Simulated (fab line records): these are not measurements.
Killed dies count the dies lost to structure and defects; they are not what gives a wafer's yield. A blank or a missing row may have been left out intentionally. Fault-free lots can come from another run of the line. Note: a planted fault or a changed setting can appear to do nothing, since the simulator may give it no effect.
The tool behind it: which one? :: flow berkeley cmos170 :: 14 lots, 42 wafers sampled, at 4 steps of a route of 331

== WHAT THE GAUGES SHOWED, per wafer ==
UCB170_PLDD_CD_MEAS_06 targets a cd of 1200 nm.
lot: L703
measured: day 6 22:50
on: cd sem-01
cd nm (nm): 1201.2 1200.7 1199.8

lot: L704
measured: day 8 00:06
on: cd sem-01
cd nm (nm): 1200.5 1201.6 1199.5

lot: L707
measured: day 7 23:46
on: cd sem-01
cd nm (nm): 1201.3 1201.0 1201.2

lot: L710
measured: day 8 16:46
on: cd sem-02
cd nm (nm): 1198.5 1198.4 1197.6

lot: L708
measured: day 8 16:31
on: cd sem-01
cd nm (nm): 1201.6 1200.7 1200.2

lot: L714
measured: day 9 17:49
on: cd sem-02
cd nm (nm): 1200.0 1199.5 1198.8

lot: L716
measured: day 10 07:08
on: cd sem-01
cd nm (nm): 1201.4 1201.3 1202.3

lot: L715
measured: day 10 06:23
on: cd sem-02
cd nm (nm): 1198.0 1199.7 1199.4

lot: L717
measured: day 11 04:24
on: cd sem-02
cd nm (nm): 1198.8 1198.8 1197.0

lot: L720
measured: day 11 05:49
on: cd sem-01
cd nm (nm): 1200.3 1200.8 1200.0

lot: L721
measured: day 11 05:43
on: cd sem-02
cd nm (nm): 1195.5 1196.3 1195.6

lot: L722
measured: day 12 03:59
on: cd sem-02
cd nm (nm): 1197.3 1197.6 1197.0

lot: L723
measured: day 12 03:49
on: cd sem-02
cd nm (nm): 1202.3 1203.3 1202.2

lot: L724
measured: day 12 04:05
on: cd sem-01
cd nm (nm): 1201.0 1200.4 1199.8

UCB170_M1_CD_MEAS_09 targets a cd of 700 nm.
lot: L703
measured: day 8 00:14
on: cd sem-01
cd nm (nm): 697.8 695.6 697.4

lot: L704
measured: day 8 22:08
on: cd sem-01
cd nm (nm): 698.8 698.9 697.7

lot: L707
measured: day 8 22:58
on: cd sem-02
cd nm (nm): 699.8 697.9 699.4

lot: L710
measured: day 9 17:43
on: cd sem-01
cd nm (nm): 697.8 698.7 698.2

lot: L708
measured: day 9 17:11
on: cd sem-01
cd nm (nm): 702.5 703.8 702.4

lot: L714
measured: day 10 14:38
on: cd sem-01
cd nm (nm): 701.4 701.3 699.9

lot: L716
measured: day 11 09:03
on: cd sem-02
cd nm (nm): 702.1 701.4 700.9

lot: L715
measured: day 11 08:37
on: cd sem-02
cd nm (nm): 700.8 701.6 701.5

lot: L717
measured: day 12 06:47
on: cd sem-01
cd nm (nm): 700.6 700.3 700.0

lot: L720
measured: day 12 12:32
on: cd sem-01
cd nm (nm): 701.3 701.5 699.7

lot: L721
measured: day 12 07:53
on: cd sem-02
cd nm (nm): 699.0 699.6 698.0

lot: L722
measured: day 13 15:16
on: cd sem-02
cd nm (nm): 701.2 700.7 700.3

lot: L723
measured: day 13 11:06
on: cd sem-01
cd nm (nm): 703.1 701.9 702.5

lot: L724
measured: day 13 12:56
on: cd sem-01
cd nm (nm): 703.0 701.1 702.1

UCB170_M3_BOW_MEAS_20.
lot: L703
measured: day 8 15:29
on: film metro-01
M3_BOW (um): 29 32 16

lot: L704
measured: day 9 12:05
on: film metro-03
M3_BOW (um): 33 48 36

lot: L707
measured: day 9 14:17
on: film metro-04
M3_BOW (um): 41 42 44

lot: L710
measured: day 10 07:29
on: film metro-04
M3_BOW (um): 38 43 44

lot: L708
measured: day 10 06:46
on: film metro-01
M3_BOW (um): 31 38 32

lot: L714
measured: day 11 06:35
on: film metro-04
M3_BOW (um): 55 42 38

lot: L716
measured: day 12 08:35
on: film metro-03
M3_BOW (um): 34 33 42

lot: L715
measured: day 11 22:05
on: film metro-03
M3_BOW (um): 32 45 36

lot: L717
measured: day 12 22:57
on: film metro-01
M3_BOW (um): 27 27 31

lot: L720
measured: day 13 07:11
on: film metro-01
M3_BOW (um): 30 33 24

lot: L721
measured: day 13 00:10
on: film metro-04
M3_BOW (um): 38 33 25

lot: L722
measured: day 14 05:52
on: film metro-04
M3_BOW (um): 30 24 32

lot: L723
measured: day 14 00:30
on: film metro-04
M3_BOW (um): 35 41 56

lot: L724
measured: day 14 04:47
on: film metro-01
M3_BOW (um): 31 35 36

== TOOL THAT RAN EACH LOT (tool first, then ch and the chambers of the sampled wafers, then the start) ==
lot: L703
UCB170_ACTIVE_PEB_11: litho track-02 ch 0, day 4 19:55

lot: L704
UCB170_ACTIVE_PEB_11: litho track-04 ch 0, day 5 12:46

lot: L707
UCB170_ACTIVE_PEB_11: litho track-04 ch 0, day 5 15:52

lot: L710
UCB170_ACTIVE_PEB_11: litho track-04 ch 0, day 6 00:41

lot: L708
UCB170_ACTIVE_PEB_11: litho track-04 ch 0, day 6 00:59

lot: L714
UCB170_ACTIVE_PEB_11: litho track-04 ch 0, day 7 05:11

lot: L716
UCB170_ACTIVE_PEB_11: litho track-04 ch 0, day 7 12:34

lot: L715
UCB170_ACTIVE_PEB_11: litho track-01 ch 0, day 7 12:55

lot: L717
UCB170_ACTIVE_PEB_11: litho track-04 ch 0, day 8 11:05

lot: L720
UCB170_ACTIVE_PEB_11: litho track-01 ch 0, day 8 11:23

lot: L721
UCB170_ACTIVE_PEB_11: litho track-02 ch 0, day 8 19:50

lot: L722
UCB170_ACTIVE_PEB_11: litho track-02 ch 0, day 9 11:22

lot: L723
UCB170_ACTIVE_PEB_11: litho track-01 ch 0, day 9 11:40

lot: L724
UCB170_ACTIVE_PEB_11: litho track-02 ch 0, day 9 18:08
- UCB170_ACTIVE_PEB_11

== WHAT THE TOOLS THEMSELVES READ (means of the sampled wafers that have a number; where no wafer has one, the mark that the record gives instead) ==
UCB170_ACTIVE_PEB_11.
lot: L703
tool: litho track-02
heater power total W (W): 56.83

lot: L704
tool: litho track-04
heater power total W (W): 56.85

lot: L707
tool: litho track-04
heater power total W (W): 56.80

lot: L710
tool: litho track-04
heater power total W (W): 56.83

lot: L708
tool: litho track-04
heater power total W (W): 56.80

lot: L714
tool: litho track-04
heater power total W (W): 56.78

lot: L716
tool: litho track-04
heater power total W (W): 57.37

lot: L715
tool: litho track-01
heater power total W (W): 56.86

lot: L717
tool: litho track-04
heater power total W (W): 57.42

lot: L720
tool: litho track-01
heater power total W (W): 56.83

lot: L721
tool: litho track-02
heater power total W (W): 56.79

lot: L722
tool: litho track-02
heater power total W (W): 56.81

lot: L723
tool: litho track-01
heater power total W (W): 56.82

lot: L724
tool: litho track-02
heater power total W (W): 56.82

== THE ANSWER, worked out from the rows above alone ==
Rule: what is usual is taken from the lots themselves. The widest of any qualifying gaps counts: lots, ordered by their means at a reading, are off when they make up no more than a third of the lots, leave a main group of 4 or more, and stand apart from it by 3 or more times the standard deviation of that group's means. Not used: any main group whose means are identical at the precision the tables above print for the reading. A lot without any number at a reading at which 4 lots or more have one is off too. Where the step has rows for the other lots, those lots are counted as sound. First the gauges in route order, then the tools' own readings, where a lot's mean is used as printed above. The first step at which some lot is off is used, and at that step the reading that is off furthest; a lot without a number counts as furthest.
Off: L716, L717, at UCB170_ACTIVE_PEB_11 (heater power total W). Main group: mean 56.82 W, sd 0.023.
A tool fits if, at that step or a process step before it, it ran every lot that is off, and no sound lot after the first of them. One fits: litho track-04 at UCB170_ACTIVE_PEB_11. A fault onset in the window from L714 (day 7 05:11, its last sound lot) to L716 (day 7 12:34, its first lot off) fits.
On the lots that are off, the tool's own readings at UCB170_ACTIVE_PEB_11 differ by more than 5 times the standard deviation of the sound lots' means, which bears it out; heater power total W reads 57.39 W there versus 56.82 W on the sound lots.

== WHAT THE SIMULATOR PUT IN ==
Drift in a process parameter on litho track-04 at UCB170_ACTIVE_PEB_11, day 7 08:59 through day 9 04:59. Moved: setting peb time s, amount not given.
Shown lots that were struck: L716, L717. This agrees with what the rule above found.
